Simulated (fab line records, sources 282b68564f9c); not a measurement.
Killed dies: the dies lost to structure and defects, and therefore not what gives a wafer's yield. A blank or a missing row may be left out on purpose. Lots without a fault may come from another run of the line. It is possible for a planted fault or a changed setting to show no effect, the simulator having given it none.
fab line records	flow rit-cmos
record lots=6	wafers=18	last-day=6
route steps=202 shown SDANNEAL@156 PSD@157 NSD@158 PLDD@159 NLDD@160 SILICIDE@161 CONTACT@168 M1@202
lots with no fault: from the same line, run without faults
start-h: the number of hours between the record's first day and the start of the first shown wafer of the lot	wait-h: hours elapsed since this lot's preceding step	" repeats the value in the row above	L1.1+2: a single row standing in for several wafers	- no value, or no start was given	* or withheld: withheld	< > ~ a bound
route shown NAME@n: NAME is a module with steps in the file, n the number in the route of the first one	usual: mean/standard deviation taken from wafers without a fault	same: alike in all rows	chamber/n: place in a boat	sites: per-site readings	_std_site: standard deviation across them	_edge_site: outer sites' mean less inner sites'	radius-mm: for every site, how far away it sits from the centre of the wafer	mask NAME#n: copy n	behind: tool/chamber where the wafer was last shaped	hold: reason for holding the lot/hours on hold/outcome of the hold	device: which transistor (n, p or np) failed to switch	end of line: at the end of the route, the tests of the same wafers	a step with no rows: only its recipe	killed: dies that structure and defects cost at the first sort, which is not the same as the wafer's yield	map: shows each die of a wafer: x if killed, . if not, _ if none is there
set.NAME: the setting as run; set.NAME@STEP: as run at that earlier step	model.NAME: the simulator's own value behind a step, which no gauge read
a table for each step, a row for each wafer; lots at some steps of the route
services: from which hour (start-h, from the record's first day; less than 0 if before it) a tool's chamber was out of use, for how many hours, and why
## steps
# step RIT_SDANNEAL_RTA_03
# recipe temp-c=1050	time-s=5	idle-temp-c=600	ramp-up-c-per-s=342	ramp-down-c-per-s=171	cool-to-c=600	ambient=N2
# usual wafer_temp_C_max=1053.3/1.1
lot.wafer	tool	chamber	start-h	wait-h	wafer_temp_C_max
L655.3	rtp-anneal-02	0	52.29	0.0	1052.3
L655.5	"	0	"	"	1051.9
L655.6	"	0	"	"	1053.1
L659.2	rtp-anneal-01	0	75.53	0.0	1053.7
L659.3	"	0	"	"	1054.3
L659.5	"	0	"	"	1054.7
L661.2	rtp-anneal-01	0	85.92	0.0	1052.6
L661.4	"	0	"	"	1053.9
L661.6	"	0	"	"	1052.9
L662.2	rtp-anneal-02	0	89.56	0.0	1052.0
L662.5	"	0	"	"	1052.7
L662.6	"	0	"	"	1054.6
L666.2	rtp-anneal-02	0	107.66	0.0	1051.5
L666.4	"	0	"	"	1052.8
L666.5	"	0	"	"	1053.5
L671.1	rtp-anneal-01	0	134.47	0.0	1054.5
L671.2	"	0	"	"	1053.2
L671.6	"	0	"	"	1053.1
# step RIT_SDANNEAL_RS_MEAS_04
# recipe thk-meas-gauge=four-point-probe
# usual PSD_RS=115.94/0.26
lot.wafer	tool	chamber	start-h	wait-h	PSD_RS[ohm/sq]
L655.3	film-metro-02	-	52.37	0.1	116.37
L655.5	"	-	"	"	116.44
L655.6	"	-	"	"	116.17
L659.2	film-metro-02	-	75.60	0.1	115.43
L659.3	"	-	"	"	115.64
L659.5	"	-	"	"	115.60
L661.2	film-metro-02	-	85.99	0.1	115.80
L661.4	"	-	"	"	116.19
L661.6	"	-	"	"	116.11
L662.2	film-metro-02	-	89.63	0.1	116.22
L662.5	"	-	"	"	115.83
L662.6	"	-	"	"	115.94
L666.2	film-metro-01	-	107.73	0.1	116.00
L666.4	"	-	"	"	116.11
L666.5	"	-	"	"	116.18
L671.1	film-metro-02	-	134.53	0.0	116.29
L671.2	"	-	"	"	116.15
L671.6	"	-	"	"	115.92
# step RIT_SDANNEAL_RS_MEAS_05
# recipe thk-meas-gauge=four-point-probe
# usual NSD_RS=83.06/0.22
lot.wafer	tool	chamber	start-h	wait-h	NSD_RS[ohm/sq]
L655.3	film-metro-02	-	52.49	0.1	83.05
L655.5	"	-	"	"	83.01
L655.6	"	-	"	"	83.06
L659.2	film-metro-02	-	75.72	0.1	82.78
L659.3	"	-	"	"	82.81
L659.5	"	-	"	"	82.81
L661.2	film-metro-02	-	86.11	0.1	83.14
L661.4	"	-	"	"	83.02
L661.6	"	-	"	"	83.34
L662.2	film-metro-02	-	89.75	0.1	83.34
L662.5	"	-	"	"	83.26
L662.6	"	-	"	"	83.26
L666.2	film-metro-01	-	107.85	0.1	83.26
L666.4	"	-	"	"	83.36
L666.5	"	-	"	"	83.05
L671.1	film-metro-02	-	134.65	0.1	82.87
L671.2	"	-	"	"	82.98
L671.6	"	-	"	"	82.94
# step RIT_SDANNEAL_RS_MEAS_06
# recipe thk-meas-gauge=four-point-probe
# usual PLDD_RS=178.6/0.51
lot.wafer	tool	chamber	start-h	wait-h	PLDD_RS[ohm/sq]
L655.3	film-metro-02	-	52.61	0.1	178.5
L655.5	"	-	"	"	178.8
L655.6	"	-	"	"	178.3
L659.2	film-metro-02	-	75.84	0.1	177.7
L659.3	"	-	"	"	177.8
L659.5	"	-	"	"	178.3
L661.2	film-metro-02	-	86.23	0.1	178.2
L661.4	"	-	"	"	178.8
L661.6	"	-	"	"	178.9
L662.2	film-metro-02	-	89.87	0.1	178.5
L662.5	"	-	"	"	178.2
L662.6	"	-	"	"	178.4
L666.2	film-metro-01	-	107.97	0.1	179.0
L666.4	"	-	"	"	179.3
L666.5	"	-	"	"	179.7
L671.1	film-metro-02	-	134.77	0.1	178.4
L671.2	"	-	"	"	178.8
L671.6	"	-	"	"	177.9
# step RIT_SDANNEAL_RS_MEAS_07
# recipe thk-meas-gauge=four-point-probe
# usual NLDD_RS=154.4/0.49
lot.wafer	tool	chamber	start-h	wait-h	NLDD_RS[ohm/sq]
L655.3	film-metro-02	-	52.73	0.1	155.2
L655.5	"	-	"	"	154.6
L655.6	"	-	"	"	154.8
L659.2	film-metro-02	-	75.96	0.1	153.8
L659.3	"	-	"	"	153.6
L659.5	"	-	"	"	154.2
L661.2	film-metro-02	-	86.35	0.1	154.8
L661.4	"	-	"	"	154.4
L661.6	"	-	"	"	154.7
L662.2	film-metro-02	-	89.99	0.1	154.2
L662.5	"	-	"	"	154.0
L662.6	"	-	"	"	154.5
L666.2	film-metro-01	-	108.09	0.1	154.3
L666.4	"	-	"	"	154.8
L666.5	"	-	"	"	154.3
L671.1	film-metro-02	-	134.89	0.1	153.7
L671.2	"	-	"	"	153.8
L671.6	"	-	"	"	153.6
# step RIT_SILICIDE_WET_ETCH_00
# recipe chemistry=BOE	target=SiO2	target-depth-nm=14	time-s=15	dry=n2-spin	dilution=10:1	temp-c=21.5
# step RIT_SILICIDE_SPUTTER_01
# recipe material=Ti	target-thk-nm=30	power-w=344.4	chamber-pressure-pa=0.667	gas=Ar	time-s=240	substrate-temp-c=25
# usual throttle-valve-pct=30.3/2
lot.wafer	tool	chamber	start-h	wait-h	throttle-valve-pct
L655.3	pvd-sputter-02	-	52.82	0.0	29.1
L655.5	"	-	"	"	28.9
L655.6	"	-	"	"	29.9
L659.2	pvd-sputter-01	-	76.07	0.0	29.1
L659.3	"	-	"	"	30.8
L659.5	"	-	"	"	29.3
L661.2	pvd-sputter-01	-	86.46	0.0	31.6
L661.4	"	-	"	"	30.8
L661.6	"	-	"	"	29.0
L662.2	pvd-sputter-02	-	90.10	0.0	27.3
L662.5	"	-	"	"	30.1
L662.6	"	-	"	"	27.5
L666.2	pvd-sputter-02	-	108.20	0.0	29.0
L666.4	"	-	"	"	30.0
L666.5	"	-	"	"	27.2
L671.1	pvd-sputter-01	-	135.02	0.0	29.0
L671.2	"	-	"	"	30.7
L671.6	"	-	"	"	31.1
# step RIT_SILICIDE_RS_MEAS_02
# recipe thk-meas-gauge=four-point-probe	reads=Ti_of_SILICIDE_SPUTTER_01
# usual SILICIDE_TI_RS=48.8/0.91
lot.wafer	tool	chamber	start-h	wait-h	SILICIDE_TI_RS[ohm/sq]
L655.3	film-metro-04	-	53.01	0.1	48.3
L655.5	"	-	"	"	48.7
L655.6	"	-	"	"	48.3
L659.2	film-metro-02	-	76.24	0.1	48.6
L659.3	"	-	"	"	48.3
L659.5	"	-	"	"	48.8
L661.2	film-metro-04	-	86.63	0.1	49.5
L661.4	"	-	"	"	48.2
L661.6	"	-	"	"	48.6
L662.2	film-metro-03	-	90.27	0.1	47.1
L662.5	"	-	"	"	47.9
L662.6	"	-	"	"	47.3
L666.2	film-metro-02	-	108.37	0.1	48.9
L666.4	"	-	"	"	48.7
L666.5	"	-	"	"	47.9
L671.1	film-metro-03	-	135.17	0.1	49.7
L671.2	"	-	"	"	48.8
L671.6	"	-	"	"	48.6
# step RIT_SILICIDE_THK_MEAS_03
# recipe thk-meas-gauge=xrf	reads=Ti_of_SILICIDE_SPUTTER_01
# usual SILICIDE_TI_THK=29.7/0.45
lot.wafer	tool	chamber	start-h	wait-h	SILICIDE_TI_THK[nm]
L655.3	film-metro-04	-	53.11	0.1	29.8
L655.5	"	-	"	"	29.7
L655.6	"	-	"	"	29.9
L659.2	film-metro-02	-	76.35	0.1	29.4
L659.3	"	-	"	"	29.6
L659.5	"	-	"	"	29.4
L661.2	film-metro-04	-	86.74	0.1	29.3
L661.4	"	-	"	"	30.1
L661.6	"	-	"	"	29.7
L662.2	film-metro-03	-	90.38	0.1	30.7
L662.5	"	-	"	"	30.3
L662.6	"	-	"	"	30.5
L666.2	film-metro-02	-	108.48	0.1	29.4
L666.4	"	-	"	"	29.5
L666.5	"	-	"	"	29.9
L671.1	film-metro-03	-	135.29	0.1	29.4
L671.2	"	-	"	"	29.7
L671.6	"	-	"	"	29.9
# step RIT_SILICIDE_RTA_04
# recipe temp-c=650	time-s=10	idle-temp-c=25	ramp-up-s=5	ramp-down-s=5	cool-to-c=25	ambient=N2
# usual wafer_temp_C_max=651.9/0.49
lot.wafer	tool	chamber	start-h	wait-h	wafer_temp_C_max
L655.3	rtp-anneal-01	0	53.18	0.1	652.0
L655.5	"	0	"	"	651.1
L655.6	"	0	"	"	650.8
L659.2	rtp-anneal-02	0	76.42	0.1	651.2
L659.3	"	0	"	"	652.2
L659.5	"	0	"	"	652.4
L661.2	rtp-anneal-02	0	86.80	0.1	652.6
L661.4	"	0	"	"	652.4
L661.6	"	0	"	"	652.2
L662.2	rtp-anneal-01	0	90.45	0.1	651.5
L662.5	"	0	"	"	651.8
L662.6	"	0	"	"	652.0
L666.2	rtp-anneal-01	0	108.54	0.1	651.6
L666.4	"	0	"	"	651.0
L666.5	"	0	"	"	651.6
L671.1	rtp-anneal-02	0	135.35	0.1	651.5
L671.2	"	0	"	"	652.2
L671.6	"	0	"	"	651.8
# step RIT_SILICIDE_WET_ETCH_05
# recipe chemistry=SPM	target=Ti	temp-c=90	time-s=120	dry=n2-spin
# step RIT_SILICIDE_RTA_06
# recipe temp-c=750	time-s=10	idle-temp-c=25	ramp-up-s=5	ramp-down-s=10	cool-to-c=25	ambient=N2
# usual wafer_temp_C_max=752.4/0.61
lot.wafer	tool	chamber	start-h	wait-h	wafer_temp_C_max
L655.3	rtp-anneal-02	0	53.29	0.0	752.7
L655.5	"	0	"	"	753.1
L655.6	"	0	"	"	751.8
L659.2	rtp-anneal-01	0	76.53	0.0	751.3
L659.3	"	0	"	"	751.9
L659.5	"	0	"	"	751.3
L661.2	rtp-anneal-01	0	86.91	0.0	751.8
L661.4	"	0	"	"	751.3
L661.6	"	0	"	"	751.8
L662.2	rtp-anneal-02	0	90.62	0.0	752.1
L662.5	"	0	"	"	752.4
L662.6	"	0	"	"	752.3
L666.2	rtp-anneal-02	0	108.65	0.0	753.0
L666.4	"	0	"	"	752.3
L666.5	"	0	"	"	752.5
L671.1	rtp-anneal-01	0	135.46	0.0	752.3
L671.2	"	0	"	"	752.6
L671.6	"	0	"	"	751.4
# step RIT_CONTACT_CVD_00
# recipe material=SiO2	target-thk-nm=400	precursor=TEOS	temp-c=390	time-s=61	rf-w=400
# usual heater-power-w=312/45	rf-fwd-power-W=396.7/1.6
lot.wafer	tool	chamber	start-h	wait-h	heater-power-w	rf-fwd-power-W
L655.3	pecvd-04	2	53.33	0.0	322	398.1
L655.5	"	1	"	"	327	396.2
L655.6	"	0	"	"	348	396.8
L659.2	pecvd-02	1	76.58	0.0	270	396.0
L659.3	"	2	"	"	326	398.3
L659.5	"	0	"	"	360	395.3
L661.2	pecvd-04	1	86.96	0.0	-	-
L661.4	"	1	"	"	-	-
L661.6	"	2	"	"	-	-
L662.2	pecvd-02	2	90.67	0.0	-	-
L662.5	"	1	"	"	-	-
L662.6	"	0	"	"	-	-
L666.2	pecvd-01	1	108.71	0.0	246	401.0
L666.4	"	0	"	"	265	393.8
L666.5	"	2	"	"	275	396.8
L671.1	pecvd-02	2	135.52	0.1	258	396.6
L671.2	"	0	"	"	376	396.1
L671.6	"	0	"	"	390	396.4
# step RIT_CONTACT_HMDS_02
# recipe prime-time-s=60	prime-temp-c=140
# step RIT_CONTACT_COAT_03
# recipe resist=NOVOLAK	spin-rpm=3250	resist-thk-nm=1000
# step RIT_CONTACT_SOFTBAKE_04
# recipe resist=NOVOLAK	temp-c=90	time-s=60
# step RIT_CONTACT_EXPOSE_05
# recipe mask-id=M11	na=0.6	source-shape=conventional	sigma-outer=0.5	target-cd-nm=1000	dose-mj=250
# step RIT_CONTACT_PEB_06
# recipe resist=NOVOLAK	temp-c=withheld	time-s=withheld
# step RIT_CONTACT_DEVELOP_07
# recipe resist=NOVOLAK	develop-time-s=120	dev-temp-c=23.7
# step RIT_CONTACT_CD_MEAS_08
# recipe target-cd-nm=1000
# usual cd-nm=999.8/2.3
lot.wafer	tool	chamber	start-h	wait-h	cd-nm
L655.3	cd-sem-02	-	54.78	-	1001.2
L655.5	"	-	"	"	998.1
L655.6	"	-	"	"	998.8
L659.2	cd-sem-01	-	77.68	-	997.3
L659.3	"	-	"	"	997.5
L659.5	"	-	"	"	998.8
L661.2	cd-sem-01	-	88.29	-	1000.2
L661.4	"	-	"	"	999.0
L661.6	"	-	"	"	999.4
L662.2	cd-sem-01	-	91.83	-	999.2
L662.5	"	-	"	"	999.0
L662.6	"	-	"	"	997.4
L666.2	cd-sem-02	-	109.97	-	1003.7
L666.4	"	-	"	"	1003.4
L666.5	"	-	"	"	1004.2
L671.1	cd-sem-01	-	136.73	-	998.9
L671.2	"	-	"	"	1000.0
L671.6	"	-	"	"	998.4
# step RIT_CONTACT_OVL_MEAS_09
# usual CONTACT_OVL=-0.1/1.4
lot.wafer	tool	chamber	start-h	wait-h	CONTACT_OVL[nm]
L655.3	overlay-02	-	54.87	0.1	3.5
L655.5	"	-	"	"	2.1
L655.6	"	-	"	"	0.3
L659.2	overlay-01	-	77.79	0.1	-1.9
L659.3	"	-	"	"	-0.1
L659.5	"	-	"	"	-0.2
L661.2	overlay-01	-	88.39	0.1	-1.8
L661.4	"	-	"	"	-0.1
L661.6	"	-	"	"	-2.1
L662.2	overlay-02	-	91.93	0.1	-1.7
L662.5	"	-	"	"	-2.1
L662.6	"	-	"	"	-2.5
L666.2	overlay-01	-	110.07	0.1	-0.6
L666.4	"	-	"	"	0.5
L666.5	"	-	"	"	-0.1
L671.1	overlay-01	-	136.85	0.1	0.8
L671.2	"	-	"	"	1.7
L671.6	"	-	"	"	2.4
# step RIT_CONTACT_HARDBAKE_10
# recipe resist=NOVOLAK	temp-c=140	time-s=60
# step RIT_CONTACT_ETCH_11
# recipe target-depth-a=4800	over-etch-frac=0.2	stop-on=TiSi2	chemistry=CHF3/CF4/Ar	target=SiO2	CHF3_flow_sccm=50	cf4-flow-sccm=10	Ar_flow_sccm=100	O2_flow_sccm=5	pressure-mtorr=100	rf-w=200	time-s=320
# usual O2_flow_sccm=5.001/0.015	drypump-motor-current-A=5.8/0.49	oes-product-au=0.992/0.011	throttle-valve-pct=8.94/0.12
# same over-etch-frac=0.2
lot.wafer	tool	chamber	start-h	wait-h	O2_flow_sccm	drypump-motor-current-A	oes-product-au	rf-hours-counter-h	throttle-valve-pct	model.etch.depth-nm	model.CONTACT.feature-depth-nm
L655.3	rie-diel-04	1	55.11	0.1	4.994	5.7	0.995	100	8.83	392.8	392.8
L655.5	"	0	"	"	5.009	6.5	1.011	-	9.02	406.1	406.1
L655.6	"	3	"	"	5.003	6.0	1.003	-	9.14	399	399
L659.2	rie-diel-04	1	78.08	0.1	4.970	5.8	0.990	101	8.84	395.8	395.8
L659.3	"	0	"	"	4.985	6.4	0.996	39	9.02	396.5	396.5
L659.5	"	3	"	"	5.023	6.0	0.990	-	9.14	401.5	401.5
L661.2	rie-diel-03	3	88.57	0.1	4.995	6.0	0.931	2	8.83	0	1e-09
L661.4	"	2	"	"	5.033	5.7	0.955	160	8.74	0	1e-09
L661.6	"	0	"	"	5.012	5.7	0.902	-	8.96	0	1e-09
L662.2	rie-diel-04	3	92.11	0.1	4.996	6.0	0.943	98	9.14	0	1e-09
L662.5	"	0	"	"	4.978	6.4	0.948	-	9.02	0	1e-09
L662.6	"	3	"	"	4.991	6.0	0.943	-	9.14	0	1e-09
L666.2	rie-diel-03	1	110.25	0.1	5.017	6.1	0.975	127	9.02	396.7	396.7
L666.4	"	0	"	"	5.003	5.7	0.964	138	8.97	404.3	404.3
L666.5	"	0	"	"	4.989	5.7	0.958	-	8.96	398.6	398.6
L671.1	rie-diel-01	2	137.03	0.1	5.009	6.1	0.994	49	8.96	397.1	397.1
L671.2	"	1	"	"	4.994	5.0	0.996	50	8.89	396.1	396.1
L671.6	"	2	"	"	4.991	6.1	0.989	-	8.95	405.3	405.3
# step RIT_CONTACT_STRIP_12
# recipe chemistry=O2	time-s=180	resist=NOVOLAK	platen-temp-c=withheld	power-w=500	pressure-mtorr=4000	o2-flow-sccm=4000
# usual drypump-motor-current-A=5.6/0.59
lot.wafer	tool	chamber	start-h	wait-h	drypump-motor-current-A	rf-hours-counter-h
L655.3	plasma-asher-04	0	55.36	0.2	4.8	-
L655.5	"	1	"	"	5.6	-
L655.6	"	0	"	"	4.8	-
L659.2	plasma-asher-01	1	78.27	0.1	5.6	42
L659.3	"	0	"	"	6.0	-
L659.5	"	1	"	"	5.6	-
L661.2	plasma-asher-04	0	88.77	0.1	4.8	31
L661.4	"	0	"	"	4.8	-
L661.6	"	1	"	"	5.6	-
L662.2	plasma-asher-01	0	92.31	0.1	6.0	43
L662.5	"	0	"	"	6.0	-
L662.6	"	1	"	"	5.6	-
L666.2	plasma-asher-04	0	110.45	0.1	4.8	33
L666.4	"	1	"	"	5.6	-
L666.5	"	0	"	"	4.8	-
L671.1	plasma-asher-02	1	137.23	0.1	6.1	49
L671.2	"	0	"	"	6.8	49
L671.6	"	1	"	"	6.1	-
# step RIT_CONTACT_CD_MEAS_90
# recipe target-cd-nm=1000
# usual cd-nm=999.7/2.4
lot.wafer	tool	chamber	start-h	wait-h	cd-nm
L655.3	cd-sem-02	-	55.52	0.1	1000.4
L655.5	"	-	"	"	997.9
L655.6	"	-	"	"	998.3
L659.2	cd-sem-02	-	78.47	0.1	996.2
L659.3	"	-	"	"	996.9
L659.5	"	-	"	"	998.8
L661.2	cd-sem-02	-	88.96	0.1	-
L661.4	"	-	"	"	-
L661.6	"	-	"	"	-
L662.2	cd-sem-02	-	92.50	0.1	-
L662.5	"	-	"	"	-
L662.6	"	-	"	"	-
L666.2	cd-sem-02	-	110.64	0.1	1004.3
L666.4	"	-	"	"	1002.9
L666.5	"	-	"	"	1003.7
L671.1	cd-sem-02	-	137.40	0.1	998.4
L671.2	"	-	"	"	999.3
L671.6	"	-	"	"	998.0
# step RIT_CONTACT_CLEAN_13
# recipe chemistry=SC1	mix=3:3:50	time-s=600	temp-c=75
# step RIT_M1_PROBE_99
# usual killed-at-contacts=0.1/0.35	killed-at-front-end=6.9/2.8	killed-dies=7.0/2.8	killed-on-rim=1.8/1.3	killed-open=3.4/2	killed-short=3.5/2.1
# same gross-dies=264	killed_at_M0_to_M3=0	killed_at_M4_up=0	killed-at-back-side=0	killed-at-other=0
lot.wafer	tool	chamber	start-h	wait-h	killed-at-contacts	killed-at-front-end	killed-dies	killed-on-rim	killed-open	killed-short
L659.2	prober-01	-	83.11	0.1	1	4	5	1	1	4
L659.3	prober-01	-	83.16	0.2	1	6	7	0	3	4
L659.5	prober-01	-	83.26	0.2	0	11	11	3	7	4
L661.2	prober-01	-	93.48	0.1	263	1	264	70	0	1
L661.4	prober-01	-	93.58	0.2	264	0	264	70	0	0
L661.6	prober-01	-	93.68	0.2	262	2	264	70	1	1
L662.2	prober-02	-	97.03	0.1	264	0	264	70	0	0
L662.5	prober-02	-	97.18	0.2	264	0	264	70	0	0
L662.6	prober-02	-	97.23	0.2	264	0	264	70	0	0
L666.2	prober-02	-	115.29	0.1	0	7	7	4	4	3
L666.4	prober-02	-	115.39	0.2	0	9	9	2	6	3
L666.5	prober-02	-	115.44	0.2	0	7	7	3	4	3
L671.1	prober-01	-	142.55	0.1	0	7	7	4	5	2
L671.2	prober-01	-	142.60	0.1	0	12	12	4	6	6
L671.6	prober-01	-	142.80	0.2	0	14	14	0	8	6
# killed by level:class
L659.2 FOX2:geometric-particle:short=2 GATE:geometric-particle:open=1 REOX:geometric-particle:short=1 CONTACT:geometric-particle:short=1
L659.3 FOX2:geometric-particle:short=2 REOX:geometric-particle:open=2 FOX2:geometric-particle:open=1 GATE:geometric-particle:short=1 CONTACT:geometric-particle:short=1
L659.5 GATE:geometric-particle:short=3 GATE:geometric-particle:open=3 FOX2:geometric-particle:open=2 SILICIDE:geometric-particle:open=2 SILICIDE:geometric-particle:short=1
L661.2 CONTACT:lost-pattern=262 SPACER:geometric-particle:short=1 CONTACT:area-cvd=1
L661.4 CONTACT:lost-pattern=263 CONTACT:area-cvd=1
L661.6 CONTACT:lost-pattern=262 GATE:geometric-particle:short=1 SPACER:geometric-particle:open=1
L662.2 CONTACT:lost-pattern=263 CONTACT:area-cvd=1
L662.5 CONTACT:lost-pattern=261 CONTACT:area-cvd=3
L662.6 CONTACT:lost-pattern=262 CONTACT:area-cvd=2
L666.2 FOX1:geometric-particle:open=3 FOX1:geometric-particle:short=1 FOX2:geometric-particle:short=1 REOX:geometric-particle:open=1 REOX:geometric-particle:short=1
L666.4 FOX1:geometric-particle:open=3 FOX1:geometric-particle:short=2 FOX2:geometric-particle:open=1 GATE:geometric-particle:short=1 SPACER:geometric-particle:open=1 SILICIDE:geometric-particle:open=1
L666.5 GATE:geometric-particle:open=2 FOX1:geometric-particle:open=1 FOX1:geometric-particle:short=1 GATE:geometric-particle:short=1 SILICIDE:geometric-particle:open=1 SILICIDE:geometric-particle:short=1
L671.1 GATE:geometric-particle:short=2 SILICIDE:geometric-particle:open=2 FOX1:geometric-particle:open=1 FOX2:geometric-particle:open=1 GATE:geometric-particle:open=1
L671.2 FOX1:geometric-particle:open=2 FOX2:geometric-particle:short=2 GATE:geometric-particle:open=2 REOX:geometric-particle:short=2 FOX1:geometric-particle:short=1 GATE:geometric-particle:short=1 REOX:geometric-particle:open=1 SILICIDE:geometric-particle:open=1
L671.6 FOX1:geometric-particle:open=3 GATE:geometric-particle:short=3 GATE:geometric-particle:open=2 SPACER:geometric-particle:short=2 REOX:geometric-particle:open=2 FOX2:geometric-particle:open=1 FOX2:geometric-particle:short=1
# map L661.2 (x killed, . not)
________xxxxxxx_______
_____xxxxxxxxxxxxx____
____xxxxxxxxxxxxxxx___
___xxxxxxxxxxxxxxxxx__
__xxxxxxxxxxxxxxxxxxx_
__xxxxxxxxxxxxxxxxxxx_
_xxxxxxxxxxxxxxxxxxxxx
_xxxxxxxxxxxxxxxxxxxxx
_xxxxxxxxxxxxxxxxxxxxx
_xxxxxxxxxxxxxxxxxxxxx
__xxxxxxxxxxxxxxxxxxx_
__xxxxxxxxxxxxxxxxxxx_
___xxxxxxxxxxxxxxxxx__
____xxxxxxxxxxxxxxx___
_____xxxxxxxxxxxxx____
________xxxxxxx_______
# map L662.2 (x killed, . not)
________xxxxxxx_______
_____xxxxxxxxxxxxx____
____xxxxxxxxxxxxxxx___
___xxxxxxxxxxxxxxxxx__
__xxxxxxxxxxxxxxxxxxx_
__xxxxxxxxxxxxxxxxxxx_
_xxxxxxxxxxxxxxxxxxxxx
_xxxxxxxxxxxxxxxxxxxxx
_xxxxxxxxxxxxxxxxxxxxx
_xxxxxxxxxxxxxxxxxxxxx
__xxxxxxxxxxxxxxxxxxx_
__xxxxxxxxxxxxxxxxxxx_
___xxxxxxxxxxxxxxxxx__
____xxxxxxxxxxxxxxx___
_____xxxxxxxxxxxxx____
________xxxxxxx_______
## services
tool	chamber	start-h	hours	kind
plasma-asher-02	-	33.02	3.0	repair
pecvd-01	0	35.33	13.7	repair
plasma-asher-01	-	35.35	1.6	repair
pvd-sputter-01	-	51.10	8.6	repair
pecvd-01	-	51.26	2.5	repair
rie-diel-04	0	57.62	2.5	repair
rtp-anneal-02	-	61.47	5.5	pm
pvd-sputter-01	-	82.07	3.4	repair
plasma-asher-04	-	93.69	0.4	repair
plasma-asher-04	-	105.16	2.2	repair
plasma-asher-01	-	108.75	9.0	pm
plasma-asher-01	0	108.75	9.0	vent-cycle
plasma-asher-01	1	108.75	9.0	vent-cycle
rtp-anneal-01	-	112.33	4.4	pm
plasma-asher-01	0	117.75	-	clean
plasma-asher-01	1	117.75	-	clean
pecvd-02	0	120.30	10.8	repair
rie-diel-03	2	122.40	5.3	repair
plasma-asher-02	-	123.99	3.4	repair
rie-diel-03	2	127.72	-	clean
rie-diel-03	2	127.72	18.9	scheduled-down
rie-diel-03	2	127.72	18.9	vent-cycle
## key
first-sign step=RIT_CONTACT_CVD_00	reading=tool-record	direction=missing
effect step=RIT_CONTACT_ETCH_11	reading=oes-product-au	direction=down	sigmas=4.9	usual=0.992	struck=0.937
effect step=RIT_CONTACT_CD_MEAS_90	reading=cd-nm	direction=missing
effect step=RIT_M1_PROBE_99	reading=killed-at-contacts	direction=up	sigmas=99+	usual=0.1	struck=263.5
model-effect step=RIT_CONTACT_ETCH_11	value=etch.depth-nm	without=404.4	struck=0
met-at RIT_CONTACT_CVD_00
struck-wafers L661.2,L661.4,L661.6,L662.2,L662.5,L662.6
later-rows-left-out L661.2,L661.4,L661.6,L662.2,L662.5,L662.6
tester-left-out L661,L662
onset-between 76.58 86.96
fault kind=skipped-step-whole	tool=pecvd-02,pecvd-04	chamber=-	onset-h=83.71	steps=RIT_CONTACT_CVD_00	scope=struck-lots-only
# tester-left-out: of these lots the tester's yield and bins aren't shown, on N5 and GAA mostly nor the transistor test; their killed dies are dies lost to structure and defects alone, not to doping, threshold or leakage, so they don't give the yield
# later-rows-left-out: the simulator's readings of these wafers behind a module that went badly wrong aren't trusted and aren't shown, but for the sort
